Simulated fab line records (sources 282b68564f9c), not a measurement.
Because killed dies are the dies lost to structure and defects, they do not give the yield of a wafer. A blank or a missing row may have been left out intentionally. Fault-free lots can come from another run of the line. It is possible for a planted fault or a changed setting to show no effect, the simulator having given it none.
fab line records	flow rit_cmos
[record] lots = 5	wafers = 15	last_day = 7
route steps=202 shown PWELL@44 WELLDRIVE@50 NWELL@51 NRETRO@53 PRETRO@64 GATE@75 M1@202
lots untouched by any fault: they come from a run of this same line in which no faults occurred
start_h: start of the lot's first displayed wafer, in hours after the record's first day	wait_h: hours since the lot's step before	" unchanged from the row above	L1.1+2: a single row standing in for several wafers	- no value present, or no start provided	* or withheld: withheld	< > ~ a bound
route shown NAME@n: names a module that has steps shown in the file, with the first one's number in the route	usual: mean/standard deviation taken from wafers without a fault	same: alike in all rows	chamber/n: place in a boat	sites: per-site readings	_std_site: standard deviation across them	_edge_site: the outer-site mean with the inner-site mean subtracted	radius_mm: for every site, how far away it sits from the centre of the wafer	mask NAME#n: copy n	behind: tool/chamber where the wafer was last shaped	hold: why the lot was held/for how many hours/how that ended	device: which transistor (n, p or np) failed to switch	end of line: the tests these same wafers got at the end of their route	step lacking rows: just its recipe	killed: not the wafer's yield, but the dies lost to structure and defects at the first sort	map: per-die view of a wafer (x killed, . not killed, _ where there is no die)
set.NAME: the setting that was run; set.NAME@STEP: the one run at that earlier step	model.NAME: the simulator's own value behind a step, which no gauge read
a table for each step, a row for each wafer; lots at some steps of the route
services: the hour from which a tool's chamber was out of use, counted from the record's first day as start_h (under 0 if before that day), plus the number of hours and why
[[steps]]
[step RIT_PWELL_DEVELOP_05]
[recipe] resist = NOVOLAK	develop_time_s = 68	dev_temp_c = 23
[step RIT_PWELL_OVL_MEAS_06]
[usual] PWELL_OVL = 0.2/1.4
lot.wafer	tool	chamber	start_h	wait_h	PWELL_OVL[nm]
L354.2	overlay-01	-	39.30	-	0.1
L354.5	"	-	"	"	-1.3
L354.6	"	-	"	"	-1.8
L357.1	overlay-02	-	56.64	-	1.7
L357.3	"	-	"	"	2.1
L357.6	"	-	"	"	0.6
L364.1	overlay-02	-	88.49	-	0.9
L364.4	"	-	"	"	1.0
L364.6	"	-	"	"	1.5
L371.3	overlay-01	-	123.51	-	1.2
L371.4	"	-	"	"	1.5
L371.6	"	-	"	"	0.7
L372.2	overlay-02	-	128.81	-	-2.1
L372.5	"	-	"	"	-1.3
L372.6	"	-	"	"	-3.0
[step RIT_PWELL_HARDBAKE_07]
[recipe] resist = NOVOLAK	temp_c = 140	time_s = 120
[step RIT_PWELL_IMPLANT_08]
[recipe] species = B	energy_kev = 170	dose_cm2 = 7e+13	tilt_deg = 7
[step RIT_PWELL_STRIP_09]
[recipe] chemistry = O2	time_s = 180	resist = NOVOLAK	platen_temp_c = withheld	power_w = 500	pressure_mtorr = 4000	o2_flow_sccm = 4000
[usual] chamber_pressure_mTorr = 4000/3.8	drypump_motor_current_A = 5.4/0.42
lot.wafer	tool	chamber	start_h	wait_h	chamber_pressure_mTorr	drypump_motor_current_A	rf_hours_counter_h
L354.2	plasma_asher-04	1	39.73	0.1	3999	5.8	40
L354.5	"	1	"	"	4003	5.8	-
L354.6	"	0	"	"	3983	5.8	-
L357.1	plasma_asher-01	1	57.07	0.1	3997	5.9	27
L357.3	"	0	"	"	3996	4.7	-
L357.6	"	0	"	"	4000	4.8	-
L364.1	plasma_asher-03	1	88.93	0.1	4004	5.2	45
L364.4	"	1	"	"	4003	5.2	-
L364.6	"	1	"	"	4004	5.2	-
L371.3	plasma_asher-01	1	123.99	0.1	3997	5.9	-
L371.4	"	0	"	"	4000	4.8	-
L371.6	"	1	"	"	4000	5.9	-
L372.2	plasma_asher-03	1	129.48	0.1	3997	5.2	1
L372.5	"	0	"	"	3996	5.3	-
L372.6	"	1	"	"	3997	5.2	-
[step RIT_PWELL_TW_MEAS_10]
[usual] PWELL_TW = 956/9.7
lot.wafer	tool	chamber	start_h	wait_h	PWELL_TW
L354.2	film_metro-03	-	39.92	0.1	948
L354.5	"	-	"	"	953
L354.6	"	-	"	"	949
L357.1	film_metro-02	-	57.25	0.1	954
L357.3	"	-	"	"	949
L357.6	"	-	"	"	953
L364.1	film_metro-01	-	89.10	0.1	971
L364.4	"	-	"	"	969
L364.6	"	-	"	"	967
L371.3	film_metro-02	-	124.13	0.1	952
L371.4	"	-	"	"	951
L371.6	"	-	"	"	949
L372.2	film_metro-01	-	129.67	0.1	966
L372.5	"	-	"	"	967
L372.6	"	-	"	"	963
[step RIT_WELLDRIVE_ANNEAL_00]
[recipe] temp_c = 1100	time_s = 14700	ambient = N2
[step RIT_WELLDRIVE_RS_MEAS_01]
[recipe] thk_meas_gauge = four-point-probe
[usual] NWELL_RS = 279.5/0.76
lot.wafer	tool	chamber	start_h	wait_h	NWELL_RS[ohm/sq]
L354.2	film_metro-03	-	47.88	0.0	280.5
L354.5	"	-	"	"	279.5
L354.6	"	-	"	"	280.5
L357.1	film_metro-01	-	63.49	0.0	279.9
L357.3	"	-	"	"	279.7
L357.6	"	-	"	"	279.0
L364.1	film_metro-01	-	95.15	0.0	279.7
L364.4	"	-	"	"	280.2
L364.6	"	-	"	"	279.8
L371.3	film_metro-03	-	129.29	0.0	278.6
L371.4	"	-	"	"	280.0
L371.6	"	-	"	"	278.6
L372.2	film_metro-03	-	135.67	0.0	279.0
L372.5	"	-	"	"	278.9
L372.6	"	-	"	"	279.1
[step RIT_WELLDRIVE_RS_MEAS_02]
[recipe] thk_meas_gauge = four-point-probe
[usual] PWELL_RS = 429.9/1.1
lot.wafer	tool	chamber	start_h	wait_h	PWELL_RS[ohm/sq]
L354.2	film_metro-03	-	48.00	0.1	429.9
L354.5	"	-	"	"	429.4
L354.6	"	-	"	"	429.5
L357.1	film_metro-01	-	63.61	0.1	431.3
L357.3	"	-	"	"	431.3
L357.6	"	-	"	"	431.1
L364.1	film_metro-01	-	95.27	0.1	431.3
L364.4	"	-	"	"	431.0
L364.6	"	-	"	"	431.0
L371.3	film_metro-03	-	129.41	0.1	430.2
L371.4	"	-	"	"	429.2
L371.6	"	-	"	"	430.3
L372.2	film_metro-03	-	135.79	0.1	429.4
L372.5	"	-	"	"	428.9
L372.6	"	-	"	"	427.9
[step RIT_NRETRO_HMDS_00]
[recipe] prime_time_s = 60	prime_temp_c = 140
[step RIT_NRETRO_COAT_01]
[recipe] resist = NOVOLAK	spin_rpm = 1985	resist_thk_nm = 1300
[step RIT_NRETRO_SOFTBAKE_02]
[recipe] resist = NOVOLAK	temp_c = 90	time_s = 60
[step RIT_NRETRO_EXPOSE_03]
[recipe] mask_id = M4	na = 0.57	target_cd_nm = 43900	dose_mj = 250
[usual] focus_offset_nm = -0.1/0.58
[same] na = 0.57
lot.wafer	tool	chamber	start_h	wait_h	mask	focus_offset_nm
L354.2	iline_stepper-02	0	48.57	0.1	M4#0	0.0
L354.5	"	0	"	"	M4#0	-0.5
L354.6	"	0	"	"	M4#0	-0.7
L357.1	iline_stepper-01	0	64.30	0.2	M4#0	-0.4
L357.3	"	0	"	"	M4#0	0.6
L357.6	"	0	"	"	M4#0	0.6
L364.1	iline_stepper-02	0	95.84	0.1	M5#0	-0.5
L364.4	"	0	"	"	M5#0	-0.4
L364.6	"	0	"	"	M5#0	0.6
L371.3	iline_stepper-01	0	130.11	0.2	M4#0	-0.7
L371.4	"	0	"	"	M4#0	-0.6
L371.6	"	0	"	"	M4#0	-1.2
L372.2	iline_stepper-02	0	136.48	0.2	M4#0	0.7
L372.5	"	0	"	"	M4#0	0.7
L372.6	"	0	"	"	M4#0	-0.2
[step RIT_NRETRO_PEB_04]
[recipe] resist = NOVOLAK	temp_c = withheld	time_s = withheld
[step RIT_NRETRO_DEVELOP_05]
[recipe] resist = NOVOLAK	develop_time_s = 68	dev_temp_c = 23
[step RIT_NRETRO_OVL_MEAS_06]
[usual] NRETRO_OVL = -1.7/1.6
lot.wafer	tool	chamber	start_h	wait_h	NRETRO_OVL[nm]
L354.2	overlay-01	-	48.99	-	-3.1
L354.5	"	-	"	"	-3.7
L354.6	"	-	"	"	-2.6
L357.1	overlay-02	-	64.73	-	-3.2
L357.3	"	-	"	"	-1.8
L357.6	"	-	"	"	-1.4
L364.1	overlay-01	-	96.27	-	-
L364.4	"	-	"	"	-
L364.6	"	-	"	"	-
L371.3	overlay-01	-	130.51	-	-0.9
L371.4	"	-	"	"	1.5
L371.6	"	-	"	"	-0.7
L372.2	overlay-02	-	137.08	-	-2.1
L372.5	"	-	"	"	-1.8
L372.6	"	-	"	"	-3.3
[step RIT_NRETRO_HARDBAKE_07]
[recipe] resist = NOVOLAK	temp_c = 140	time_s = 120
[step RIT_NRETRO_IMPLANT_08]
[recipe] species = P	energy_kev = 70	dose_cm2 = 1e+13	tilt_deg = 7
[step RIT_NRETRO_STRIP_09]
[recipe] chemistry = O2	time_s = 180	resist = NOVOLAK	platen_temp_c = withheld	power_w = 500	pressure_mtorr = 4000	o2_flow_sccm = 4000
[usual] chamber_pressure_mTorr = 4000/3.7	drypump_motor_current_A = 5.6/0.3
lot.wafer	tool	chamber	start_h	wait_h	chamber_pressure_mTorr	drypump_motor_current_A	rf_hours_counter_h
L354.2	plasma_asher-03	1	49.49	0.1	3996	5.2	40
L354.5	"	1	"	"	3998	5.2	-
L354.6	"	0	"	"	4000	5.3	-
L357.1	plasma_asher-03	1	65.33	0.1	4004	5.2	42
L357.3	"	1	"	"	4001	5.2	-
L357.6	"	0	"	"	4005	5.3	-
L364.1	plasma_asher-04	0	96.71	0.1	3997	5.9	44
L364.4	"	0	"	"	3998	5.9	-
L364.6	"	0	"	"	4003	5.9	-
L371.3	plasma_asher-02	1	130.99	0.1	4006	6.0	-
L371.4	"	0	"	"	4005	5.7	-
L371.6	"	0	"	"	3997	5.7	-
L372.2	plasma_asher-04	0	137.61	0.1	4000	5.9	49
L372.5	"	0	"	"	3997	5.9	-
L372.6	"	1	"	"	4000	5.8	-
[step RIT_NRETRO_TW_MEAS_10]
[usual] NRETRO_TW = 1046/4.2
lot.wafer	tool	chamber	start_h	wait_h	NRETRO_TW
L354.2	film_metro-03	-	49.67	0.1	1043
L354.5	"	-	"	"	1044
L354.6	"	-	"	"	1043
L357.1	film_metro-03	-	65.50	0.1	1050
L357.3	"	-	"	"	1048
L357.6	"	-	"	"	1048
L364.1	film_metro-02	-	96.88	0.1	30
L364.4	"	-	"	"	30
L364.6	"	-	"	"	30
L371.3	film_metro-02	-	131.13	0.1	1048
L371.4	"	-	"	"	1046
L371.6	"	-	"	"	1054
L372.2	film_metro-02	-	137.79	0.1	1053
L372.5	"	-	"	"	1045
L372.6	"	-	"	"	1049
[step RIT_PRETRO_HMDS_00]
[recipe] prime_time_s = 60	prime_temp_c = 140
[step RIT_PRETRO_COAT_01]
[recipe] resist = NOVOLAK	spin_rpm = 2000	resist_thk_nm = 1300
[step RIT_PRETRO_SOFTBAKE_02]
[recipe] resist = NOVOLAK	temp_c = 90	time_s = 60
[step RIT_PRETRO_EXPOSE_03]
[recipe] mask_id = M5	na = 0.57	target_cd_nm = 43700	dose_mj = 250
[step RIT_PRETRO_PEB_04]
[recipe] resist = NOVOLAK	temp_c = withheld	time_s = withheld
[step RIT_PRETRO_DEVELOP_05]
[recipe] resist = NOVOLAK	develop_time_s = 68	dev_temp_c = 23
[step RIT_PRETRO_OVL_MEAS_06]
[usual] PRETRO_OVL = -1.8/1.2
lot.wafer	tool	chamber	start_h	wait_h	PRETRO_OVL[nm]
L354.2	overlay-02	-	50.61	-	-4.3
L354.5	"	-	"	"	-2.7
L354.6	"	-	"	"	-2.8
L357.1	overlay-02	-	66.57	-	-0.1
L357.3	"	-	"	"	-1.1
L357.6	"	-	"	"	-2.4
L364.1	overlay-01	-	97.82	-	-3.6
L364.4	"	-	"	"	-2.1
L364.6	"	-	"	"	-3.5
L371.3	overlay-02	-	132.06	-	-1.8
L371.4	"	-	"	"	-0.9
L371.6	"	-	"	"	-1.9
L372.2	overlay-02	-	138.73	-	-0.6
L372.5	"	-	"	"	-1.2
L372.6	"	-	"	"	-0.7
[step RIT_PRETRO_HARDBAKE_07]
[recipe] resist = NOVOLAK	temp_c = 140	time_s = 120
[step RIT_PRETRO_IMPLANT_08]
[recipe] species = B	energy_kev = 45	dose_cm2 = 1.2e+13	tilt_deg = 7
[step RIT_PRETRO_STRIP_09]
[recipe] chemistry = O2	time_s = 180	resist = NOVOLAK	platen_temp_c = withheld	power_w = 500	pressure_mtorr = 4000	o2_flow_sccm = 4000
[usual] chamber_pressure_mTorr = 3999/3.9	drypump_motor_current_A = 5.5/0.44
lot.wafer	tool	chamber	start_h	wait_h	chamber_pressure_mTorr	drypump_motor_current_A	rf_hours_counter_h
L354.2	plasma_asher-02	0	51.04	0.1	4001	5.7	38
L354.5	"	1	"	"	3995	6.0	-
L354.6	"	0	"	"	4005	5.7	-
L357.1	plasma_asher-01	0	67.00	0.1	3987	4.7	29
L357.3	"	1	"	"	4003	5.9	-
L357.6	"	1	"	"	3996	5.9	-
L364.1	plasma_asher-01	1	98.26	0.1	4001	5.9	32
L364.4	"	0	"	"	4003	4.8	-
L364.6	"	1	"	"	3998	5.9	-
L371.3	plasma_asher-02	1	132.54	0.1	4000	6.0	-
L371.4	"	0	"	"	3997	5.7	-
L371.6	"	0	"	"	4006	5.7	-
L372.2	plasma_asher-03	1	139.16	0.1	3992	5.2	2
L372.5	"	1	"	"	4001	5.2	-
L372.6	"	0	"	"	4001	5.3	-
[step RIT_PRETRO_TW_MEAS_10]
[usual] PRETRO_TW = 475/4
lot.wafer	tool	chamber	start_h	wait_h	PRETRO_TW
L354.2	film_metro-04	-	51.22	0.1	472
L354.5	"	-	"	"	472
L354.6	"	-	"	"	476
L357.1	film_metro-04	-	67.18	0.1	478
L357.3	"	-	"	"	476
L357.6	"	-	"	"	475
L364.1	film_metro-03	-	98.43	0.1	1074
L364.4	"	-	"	"	1073
L364.6	"	-	"	"	1069
L371.3	film_metro-04	-	132.68	0.1	477
L371.4	"	-	"	"	477
L371.6	"	-	"	"	479
L372.2	film_metro-01	-	139.34	0.1	482
L372.5	"	-	"	"	482
L372.6	"	-	"	"	478
[step RIT_GATE_WET_ETCH_00]
[recipe] chemistry = BOE	target = SiO2	target_depth_nm = 56	time_s = 62.62	dry = n2_spin	dilution = 10:1	temp_c = 21.5
[step RIT_M1_PROBE_99]
[usual] killed_at_front_end = 6.7/2.6	killed_dies = 6.8/2.6	killed_on_rim = 1.9/1.3	killed_open = 3.3/1.7	killed_short = 3.4/2
[same] gross_dies = 264	killed_at_M0_to_M3 = 0	killed_at_M4_up = 0	killed_at_back_side = 0	killed_at_contacts = 0	killed_at_other = 0
lot.wafer	tool	chamber	start_h	wait_h	killed_at_front_end	killed_dies	killed_on_rim	killed_open	killed_short
L354.2	prober-02	-	79.96	0.1	4	4	1	2	2
L354.5	prober-02	-	80.11	0.2	12	12	6	7	5
L354.6	prober-02	-	80.16	0.2	5	5	1	1	4
L357.1	prober-01	-	92.69	0.1	8	8	1	5	2
L357.3	prober-01	-	92.79	0.2	3	3	1	0	3
L357.6	prober-01	-	92.94	0.2	5	5	1	3	2
L364.1	prober-01	-	124.72	0.1	264	264	70	0	4
L364.4	prober-01	-	124.87	0.2	264	264	70	2	2
L364.6	prober-01	-	124.97	0.2	264	264	70	3	3
L371.3	prober-01	-	160.14	0.2	5	5	2	2	3
L371.4	prober-01	-	160.19	0.2	8	8	2	1	7
L371.6	prober-01	-	160.29	0.2	11	11	2	4	7
// killed by level:class
L354.2 FOX2:geometric_particle:open=2 SPACER:geometric_particle:short=2
L354.5 GATE:geometric_particle:open=4 GATE:geometric_particle:short=2 SILICIDE:geometric_particle:short=2 ACTIVE:geometric_particle:open=1 FOX1:geometric_particle:open=1 REOX:geometric_particle:open=1 SPACER:geometric_particle:short=1
L354.6 GATE:geometric_particle:short=2 SPACER:geometric_particle:short=1 REOX:geometric_particle:open=1 SILICIDE:geometric_particle:short=1
L357.1 SILICIDE:geometric_particle:open=2 ACTIVE:geometric_particle:open=1 FOX1:geometric_particle:open=1 FOX1:geometric_particle:short=1 GATE:geometric_particle:short=1 SPACER:geometric_particle:open=1 NWELL:coat_microbubble_printed=1
L357.3 FOX2:geometric_particle:short=1 REOX:geometric_particle:short=1 SPACER:geometric_particle:short=1
L357.6 FOX1:geometric_particle:short=2 GATE:geometric_particle:open=2 FOX2:geometric_particle:open=1
L364.1 NRETRO:area_expose=260 GATE:geometric_particle:short=2 FOX2:geometric_particle:short=1 SPACER:geometric_particle:short=1
L364.4 NRETRO:area_expose=260 GATE:geometric_particle:open=2 GATE:geometric_particle:short=1 SILICIDE:geometric_particle:short=1
L364.6 NRETRO:area_expose=258 REOX:geometric_particle:short=2 FOX1:geometric_particle:open=1 FOX2:geometric_particle:open=1 GATE:geometric_particle:short=1 GATE:geometric_particle:open=1
L371.3 FOX1:geometric_particle:open=1 GATE:geometric_particle:short=1 REOX:geometric_particle:short=1 SPACER:geometric_particle:short=1 SPACER:geometric_particle:open=1
L371.4 GATE:geometric_particle:short=4 REOX:geometric_particle:open=1 REOX:geometric_particle:short=1 SPACER:geometric_particle:short=1 SILICIDE:geometric_particle:short=1
L371.6 GATE:geometric_particle:open=3 FOX1:geometric_particle:short=2 GATE:geometric_particle:short=2 SPACER:geometric_particle:short=2 FOX1:geometric_particle:open=1 REOX:geometric_particle:short=1
// map L364.1 (x killed, . not)
________xxxxxxx_______
_____xxxxxxxxxxxxx____
____xxxxxxxxxxxxxxx___
___xxxxxxxxxxxxxxxxx__
__xxxxxxxxxxxxxxxxxxx_
__xxxxxxxxxxxxxxxxxxx_
_xxxxxxxxxxxxxxxxxxxxx
_xxxxxxxxxxxxxxxxxxxxx
_xxxxxxxxxxxxxxxxxxxxx
_xxxxxxxxxxxxxxxxxxxxx
__xxxxxxxxxxxxxxxxxxx_
__xxxxxxxxxxxxxxxxxxx_
___xxxxxxxxxxxxxxxxx__
____xxxxxxxxxxxxxxx___
_____xxxxxxxxxxxxx____
________xxxxxxx_______
// map L354.5 (x killed, . not)
________......._______
_____.......x...x.____
____x..............___
___.................__
__..................._
__............x......_
_.....................
_.....................
_......x........x.....
_.x..............x....
__..............x...._
__x.................._
___.................__
____...............___
_____...........x.____
________......x_______
[[services]]
tool	chamber	start_h	hours	kind
plasma_asher-04	-	62.96	15.9	pm
plasma_asher-02	-	67.06	1.2	repair
iline_stepper-02	-	70.56	2.1	repair
iline_stepper-01	-	84.15	8.8	repair
iline_stepper-01	-	84.47	8.8	repair
plasma_asher-03	-	107.08	5.2	repair
plasma_asher-03	-	112.27	9.0	pm
plasma_asher-03	0	112.27	9.0	vent_cycle
plasma_asher-03	1	112.27	9.0	vent_cycle
iline_stepper-01	-	117.68	2.5	repair
plasma_asher-03	0	121.27	-	clean
plasma_asher-03	1	121.27	-	clean
iline_stepper-02	0	132.33	-	calibration
[[key]]
[first_sign] step = RIT_NRETRO_EXPOSE_03	reading = mask	direction = changed
[effect] step = RIT_NRETRO_OVL_MEAS_06	reading = NRETRO_OVL	direction = missing
[effect] step = RIT_NRETRO_TW_MEAS_10	reading = NRETRO_TW	direction = down	sigmas = 99+	usual = 1046	struck = 30
[effect] step = RIT_PRETRO_TW_MEAS_10	reading = PRETRO_TW	direction = up	sigmas = 99+	usual = 475	struck = 1072
[effect] step = RIT_M1_PROBE_99	reading = killed_at_front_end	direction = up	sigmas = 98	usual = 6.7	struck = 264
[more_kills_born_at] RIT_NRETRO_EXPOSE_03@iline_stepper-02 = 778
met_at RIT_NRETRO_EXPOSE_03
struck_wafers L364.1,L364.4,L364.6
tester_left_out L364
onset_between 48.57 95.84
[fault] kind = wrong_mask	tool = any	chamber = -	onset_h = 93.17	steps = RIT_NRETRO_EXPOSE_03	aux_copy = M5#0	scope = struck_lots_only
// tester_left_out: of these lots the tester's yield and bins aren't shown, on N5 and GAA mostly nor the transistor test; their killed dies are dies lost to structure and defects alone, not to doping, threshold or leakage, so they don't give the yield
